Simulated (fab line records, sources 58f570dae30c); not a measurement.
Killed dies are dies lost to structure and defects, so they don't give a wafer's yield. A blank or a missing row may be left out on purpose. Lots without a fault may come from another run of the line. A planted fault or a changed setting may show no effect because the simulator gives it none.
Chamber matching | flow berkeley_cmos170 | UCB170_SPACER_CVD_00 on pecvd-04: 3 sister chambers
The step deposits SiO2 from TEOS/O2, target thk 376 nm, time 47 s. 6 wafers are shown with their chamber, then 7 later ones without.

WAFERS WITH THEIR CHAMBER
wafer  | chamber | heater_power_w (W) | rf_fwd_power_W (W)
L219.4 | 2       | 265                | 545.4
L220.1 | 2       | 302                | 544.1
L220.4 | 1       | 278                | 542.8
L220.6 | 0       | 158                | 544.0
L224.2 | 0       | 178                | 541.0
L224.3 | 1       | 199                | 544.4

WAFERS WITHOUT THEIR CHAMBER
wafer  | heater_power_w (W) | rf_fwd_power_W (W)
L224.6 | 226                | 547.1
L226.2 | 277                | 542.8
L226.3 | 195                | 541.4
L226.6 | 304                | 543.9
L233.4 | 240                | 536.8
L233.5 | 252                | 543.2
L233.6 | 296                | 543.6

WHICH CHAMBER EACH WENT THROUGH
wafer  | from the rows above          | in truth
L224.6 | can't be placed: 2 or 1 or 0 | 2
L226.2 | can't be placed: 1 or 2 or 0 | 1
L226.3 | can't be placed: 0 or 1      | 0
L226.6 | can't be placed: 2 or 1      | 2
L233.4 | can't be placed: 0 or 1 or 2 | 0
L233.5 | can't be placed: 1 or 2 or 0 | 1
L233.6 | can't be placed: 2 or 1      | 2
Placed correctly: 0 of 7. Can't be placed from these rows: 7 (the true chamber is among the candidates in 7). Placed wrongly: 0.
How it was worked out, from the rows above alone: a wafer's distance from a chamber is the root of the sum, over the readings, of the square of ((its reading less the chamber's mean) divided by the reading's scatter). The wafer belongs to the nearest chamber; if the next one is less than 2 further off, it can't be placed. A chamber's mean is the mean of its shown wafers. The scatter: the root of (the sum of the squares of (reading less its chamber's mean) over the shown wafers, divided by (wafers less chambers)).
